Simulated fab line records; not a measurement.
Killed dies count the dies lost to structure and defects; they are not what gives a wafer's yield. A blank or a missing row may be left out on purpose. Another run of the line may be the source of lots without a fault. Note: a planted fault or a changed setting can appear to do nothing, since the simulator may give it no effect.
The tool behind it: which one? | flow rit cmos | 15 lots, 45 wafers sampled, at 2 steps of a route of 202

## WHAT THE GAUGES READ, wafer by wafer
The record lacks any reading of a measuring or inspecting step that a usual standard deviation could be used to judge.

## TOOL THAT RAN EACH LOT (tool first, then ch and the chambers of the sampled wafers, then the start)
lot  | RIT_M1_COAT_04                   | RIT_M1_PROBE_99
L343 | litho track-03 ch 0, day 4 02:01 | prober-02, day 4 05:52
L344 | litho track-01 ch 0, day 4 05:03 | prober-02, day 4 08:28
L345 | litho track-03 ch 0, day 4 08:55 | prober-01, day 4 12:27
L347 | litho track-04 ch 0, day 4 13:55 | prober-01, day 4 17:30
L348 | litho track-01 ch 0, day 4 21:28 | prober-02, day 5 01:00
L351 | litho track-01 ch 0, day 5 12:11 | prober-01, day 5 15:44
L352 | litho track-03 ch 0, day 5 17:12 | prober-02, day 5 20:51
L354 | litho track-01 ch 0, day 5 23:24 | prober-02, day 6 03:29
L357 | litho track-01 ch 0, day 6 18:31 | prober-01, day 6 22:07
L358 | litho track-01 ch 0, day 6 21:19 | prober-02, day 7 01:05
L359 | litho track-01 ch 0, day 7 00:07 | prober-01, day 7 03:30
L360 | litho track-01 ch 0, day 7 05:45 | prober-02, day 7 09:11
L361 | litho track-04 ch 0, day 7 09:52 | prober-01, day 7 13:26
L363 | litho track-04 ch 0, day 7 19:50 | prober-01, day 7 23:16
L364 | litho track-03 ch 0, day 8 00:43 | prober-02, day 8 04:14
- RIT_M1_COAT_04: resist thk 1300 nm.
- RIT_M1_PROBE_99

## WHAT THE TOOLS THEMSELVES READ (means of the sampled wafers that have a number; where no wafer has one, the mark that the record gives instead)
RIT_M1_COAT_04.
lot  | tool           | spin speed rpm (rpm)
L343 | litho track-03 | 1998.0
L344 | litho track-01 | 1999.4
L345 | litho track-03 | 1999.0
L347 | litho track-04 | 1999.9
L348 | litho track-01 | 2002.3
L351 | litho track-01 | 1999.7
L352 | litho track-03 | 2000.2
L354 | litho track-01 | 1999.3
L357 | litho track-01 | 2000.0
L358 | litho track-01 | 1923.7
L359 | litho track-01 | 1919.9
L360 | litho track-01 | 1922.0
L361 | litho track-04 | 1999.6
L363 | litho track-04 | 1998.9
L364 | litho track-03 | 2000.0

RIT_M1_PROBE_99.
lot  | tool      | defect limited yield (%) | killed_at_M0_to_M3 | killed at contacts | killed at front end | killed dies | killed open | killed short | sort_bin_3_pad_short (%) | sort_bin_5_function (%) | sort_bin_6_memory (%) | sort n pass | sort yield pct (%)
L343 | prober-02 | 96.8                     | 0.0                | 0.0                | 8                   | 8           | 2.7         | 5.7          | 0.4                      | 2.4                     | 0.4                   | 256         | 96.8
L344 | prober-02 | 97.5                     | 0.0                | 0.0                | 7                   | 7           | 3.7         | 3.0          | 0.0                      | 1.8                     | 0.8                   | 257         | 97.5
L345 | prober-01 | 98.7                     | 0.0                | 0.0                | 3                   | 3           | 2.7         | 0.7          | 0.1                      | 0.9                     | 0.3                   | 261         | 98.7
L347 | prober-01 | 98.1                     | 0.0                | 0.3                | 5                   | 5           | 2.7         | 2.3          | 0.0                      | 1.3                     | 0.6                   | 259         | 98.1
L348 | prober-02 | 96.2                     | 0.0                | 0.0                | 10                  | 10          | 4.0         | 6.0          | 0.1                      | 2.4                     | 1.2                   | 254         | 96.2
L351 | prober-01 | 97.5                     | 0.0                | 0.0                | 7                   | 7           | 3.3         | 3.3          | 0.1                      | 1.1                     | 1.2                   | 257         | 97.5
L352 | prober-02 | 98.1                     | 0.0                | 0.0                | 5                   | 5           | 2.7         | 2.3          | 0.1                      | 1.1                     | 0.6                   | 259         | 98.1
L354 | prober-02 | 97.8                     | 0.0                | 0.0                | 6                   | 6           | 3.7         | 2.0          | 0.1                      | 1.4                     | 0.6                   | 258         | 97.8
L357 | prober-01 | 97.7                     | 0.0                | 0.0                | 6                   | 6           | 2.7         | 3.3          | 0.1                      | 1.9                     | 0.3                   | 258         | 97.7
L358 | prober-02 | 96.3                     | 0.3                | 0.0                | 9                   | 10          | 4.3         | 5.3          | 0.0                      | 2.3                     | 1.4                   | 254         | 96.3
L359 | prober-01 | 96.7                     | 0.0                | 0.0                | 9                   | 9           | 5.7         | 3.0          | 0.3                      | 2.3                     | 0.8                   | 255         | 96.7
L360 | prober-02 | 97.5                     | 0.0                | 0.0                | 7                   | 7           | 3.7         | 3.0          | 0.3                      | 1.4                     | 0.9                   | 257         | 97.5
L361 | prober-01 | 98.7                     | 0.0                | 0.0                | 3                   | 3           | 1.7         | 1.7          | 0.0                      | 0.6                     | 0.7                   | 261         | 98.7
L363 | prober-01 | 97.1                     | 0.0                | 0.3                | 7                   | 8           | 4.0         | 3.7          | 0.0                      | 2.0                     | 0.9                   | 256         | 97.1
L364 | prober-02 | 98.6                     | 0.0                | 0.0                | 4                   | 4           | 2.3         | 1.3          | 0.0                      | 0.9                     | 0.5                   | 260         | 98.6

## THE ANSWER, worked out from the rows above alone
Rule: what is usual is taken from the lots themselves. The widest of any qualifying gaps counts: lots, ordered by their means at a reading, are off when they make up no more than a third of the lots, leave a main group of 4 or more, and stand apart from it by 3 or more times the standard deviation of that group's means. A main group is skipped when, at the precision printed for the reading in the tables above, its means are all equal. Also off: a lot with no number at a reading for which 4 or more lots have one. All remaining lots with rows at the step are treated as sound. After the gauges, taken in route order, come the tools' own readings; for these a lot's mean is taken, as printed above. At the first step where some lot is off, the reading lying furthest off is the one used; lots without a number count as furthest.
Off: L358, L359, L360 (RIT_M1_COAT_04, spin speed rpm). Mean 1999.7 rpm and standard deviation 0.98 in the main group.
If a tool, at that step or one of the process steps before it, ran each lot that is off and ran no sound lot following the first of them, it fits. One candidate fits, namely litho track-01 at RIT_M1_COAT_04. A fault onset in the window from L357 (day 6 18:31, its last sound lot) to L358 (day 6 21:19, its first lot off) fits.
On the lots that are off, the tool's own readings at RIT_M1_COAT_04 differ by more than 5 times the standard deviation of the sound lots' means, which bears it out; spin speed rpm reads 1921.9 rpm there versus 1999.7 rpm on the sound lots.

## WHAT THE SIMULATOR HAD PUT IN
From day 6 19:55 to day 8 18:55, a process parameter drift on litho track-01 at RIT_M1_COAT_04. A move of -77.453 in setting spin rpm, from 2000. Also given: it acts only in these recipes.
Lots struck among those shown: L358, L359, L360. The same result came from the rule above.
